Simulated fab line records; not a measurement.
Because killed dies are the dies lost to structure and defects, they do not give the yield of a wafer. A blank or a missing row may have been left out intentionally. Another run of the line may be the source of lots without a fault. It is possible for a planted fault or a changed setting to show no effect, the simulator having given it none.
Split-lot experiment || flow berkeleyCmos170 || 23 wafers read across 5 lots, on a route 331 steps long

== THE SPLIT ITSELF ==
At UCB170_NLDD_EXPOSE_03 (exposes mask NSELECT, target cd 1200 nm), the setting doseMj was moved away from the recipe's 30 on 9 of the 23 wafers read, by -7.1% to +6.1%. For the rest of the wafers, this setting stayed at what the recipe calls for.

== FROM THE SPLIT TO THE READING: what the file shows between them, 2 steps ==
- UCB170_NLDD_PEB_04
- UCB170_NLDD_DEVELOP_05: develop time 45 s

== THE READING ==
cdNm (nm) at UCB170_NLDD_CD_MEAS_06, where the cd target is 1200 nm. On this fab line, fault-free wafers typically give 1201.0 nm with a standard deviation of 1.2 nm.

{"wafer": "L074.1", "tool, chamber at the split": "krfScanner-01, 0", "doseMj as run": 30, "against the recipe": "recipe", "cdNm, nm": 1200.7, "against lot-mates on the recipe": "-"}
{"wafer": "L074.2", "tool, chamber at the split": "krfScanner-01, 0", "doseMj as run": 28.08, "against the recipe": "-6.4%", "cdNm, nm": 1188.9, "against lot-mates on the recipe": -11.8}
{"wafer": "L074.3", "tool, chamber at the split": "krfScanner-01, 0", "doseMj as run": 28.08, "against the recipe": "-6.4%", "cdNm, nm": 1188.5, "against lot-mates on the recipe": -12.2}
{"wafer": "L074.4", "tool, chamber at the split": "krfScanner-01, 0", "doseMj as run": 30, "against the recipe": "recipe", "cdNm, nm": 1201.0, "against lot-mates on the recipe": "-"}
{"wafer": "L074.6", "tool, chamber at the split": "krfScanner-01, 0", "doseMj as run": 30, "against the recipe": "recipe", "cdNm, nm": 1200.3, "against lot-mates on the recipe": "-"}
{"wafer": "L079.1", "tool, chamber at the split": "krfScanner-01, 0", "doseMj as run": 27.88, "against the recipe": "-7.1%", "cdNm, nm": 1186.6, "against lot-mates on the recipe": -12.2}
{"wafer": "L079.2", "tool, chamber at the split": "krfScanner-01, 0", "doseMj as run": 27.88, "against the recipe": "-7.1%", "cdNm, nm": 1184.9, "against lot-mates on the recipe": -13.8}
{"wafer": "L079.3", "tool, chamber at the split": "krfScanner-01, 0", "doseMj as run": 27.88, "against the recipe": "-7.1%", "cdNm, nm": 1185.4, "against lot-mates on the recipe": -13.3}
{"wafer": "L079.4", "tool, chamber at the split": "krfScanner-01, 0", "doseMj as run": 30, "against the recipe": "recipe", "cdNm, nm": 1199.1, "against lot-mates on the recipe": "-"}
{"wafer": "L079.5", "tool, chamber at the split": "krfScanner-01, 0", "doseMj as run": 30, "against the recipe": "recipe", "cdNm, nm": 1198.4, "against lot-mates on the recipe": "-"}
{"wafer": "L080.1", "tool, chamber at the split": "krfScanner-02, 0", "doseMj as run": 30, "against the recipe": "recipe", "cdNm, nm": 1202.4, "against lot-mates on the recipe": "-"}
{"wafer": "L080.2", "tool, chamber at the split": "krfScanner-02, 0", "doseMj as run": 30, "against the recipe": "recipe", "cdNm, nm": 1201.8, "against lot-mates on the recipe": "-"}
{"wafer": "L080.3", "tool, chamber at the split": "krfScanner-02, 0", "doseMj as run": 28.43, "against the recipe": "-5.2%", "cdNm, nm": 1193.3, "against lot-mates on the recipe": -9.1}
{"wafer": "L080.4", "tool, chamber at the split": "krfScanner-02, 0", "doseMj as run": 30, "against the recipe": "recipe", "cdNm, nm": 1203.0, "against lot-mates on the recipe": "-"}
{"wafer": "L080.6", "tool, chamber at the split": "krfScanner-02, 0", "doseMj as run": 28.43, "against the recipe": "-5.2%", "cdNm, nm": 1193.0, "against lot-mates on the recipe": -9.4}
{"wafer": "L083.3", "tool, chamber at the split": "krfScanner-02, 0", "doseMj as run": 30, "against the recipe": "recipe", "cdNm, nm": 1198.7, "against lot-mates on the recipe": "-"}
{"wafer": "L083.4", "tool, chamber at the split": "krfScanner-02, 0", "doseMj as run": 30, "against the recipe": "recipe", "cdNm, nm": 1201.5, "against lot-mates on the recipe": "-"}
{"wafer": "L083.5", "tool, chamber at the split": "krfScanner-02, 0", "doseMj as run": 30, "against the recipe": "recipe", "cdNm, nm": 1200.5, "against lot-mates on the recipe": "-"}
{"wafer": "L084.2", "tool, chamber at the split": "krfScanner-01, 0", "doseMj as run": 30, "against the recipe": "recipe", "cdNm, nm": 1202.0, "against lot-mates on the recipe": "-"}
{"wafer": "L084.3", "tool, chamber at the split": "krfScanner-01, 0", "doseMj as run": 31.84, "against the recipe": "+6.1%", "cdNm, nm": 1211.7, "against lot-mates on the recipe": "+10.3"}
{"wafer": "L084.4", "tool, chamber at the split": "krfScanner-01, 0", "doseMj as run": 30, "against the recipe": "recipe", "cdNm, nm": 1200.6, "against lot-mates on the recipe": "-"}
{"wafer": "L084.5", "tool, chamber at the split": "krfScanner-01, 0", "doseMj as run": 30, "against the recipe": "recipe", "cdNm, nm": 1201.5, "against lot-mates on the recipe": "-"}
{"wafer": "L084.6", "tool, chamber at the split": "krfScanner-01, 0", "doseMj as run": 31.84, "against the recipe": "+6.1%", "cdNm, nm": 1211.4, "against lot-mates on the recipe": "+10.0"}

FIT RESULTS
A straight line over all 23 wafers: cdNm changes by +1.89 nm for each +1% of doseMj; r = +0.98; the points scatter about the line by 1.5 nm.
The same after taking each lot's own level away (the mean of its wafers on the recipe; 23 wafers): +1.79 nm for each +1%; r = +1.00; scatter 0.68 nm.
According to that fit, moving doseMj by its largest amount changes the reading by 13 nm.
The lots' own levels span 1198.75 to 1202.40 nm, that is 3.0 times the standard deviation above.
Consequently the slope shifts little with the lot-to-lot level, the two slopes agreeing.
Check: -12.9 nm against its lot-mates is what the line predicts for one of the wafers moved furthest among these (-7.1%) when that wafer is left out of the fit. Against them it came out at -12.2 nm.

== OTHER SPLITS ON THESE WAFERS ==
These wafers also went through other splits before the reading. Each is held against what the fit with the lots' levels taken away leaves over:
{"other split on the same wafers": "UCB170_START_OXIDATION_02 tempC", "wafers away from the commonest value": 18, "r with cdNm (lot level and that fit taken away)": -0.01}
{"other split on the same wafers": "UCB170_PWELL_OXIDATION_02 tempC", "wafers away from the commonest value": 15, "r with cdNm (lot level and that fit taken away)": "+0.02"}
{"other split on the same wafers": "UCB170_ACTIVE_PEB_11 pebTempC", "wafers away from the commonest value": 9, "r with cdNm (lot level and that fit taken away)": -0.01}
{"other split on the same wafers": "UCB170_PFIELD_IMPLANT_07 energyKev", "wafers away from the commonest value": 10, "r with cdNm (lot level and that fit taken away)": -0.07}
{"other split on the same wafers": "UCB170_GATE_COAT_07 spinRpm", "wafers away from the commonest value": 8, "r with cdNm (lot level and that fit taken away)": "+0.11"}
{"other split on the same wafers": "UCB170_GATE_EXPOSE_09 doseMj", "wafers away from the commonest value": 5, "r with cdNm (lot level and that fit taken away)": "+0.10"}

== FILE'S OWN FIT ==
cdNm changes by +1.8 nm for each +1% of doseMj, r = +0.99.
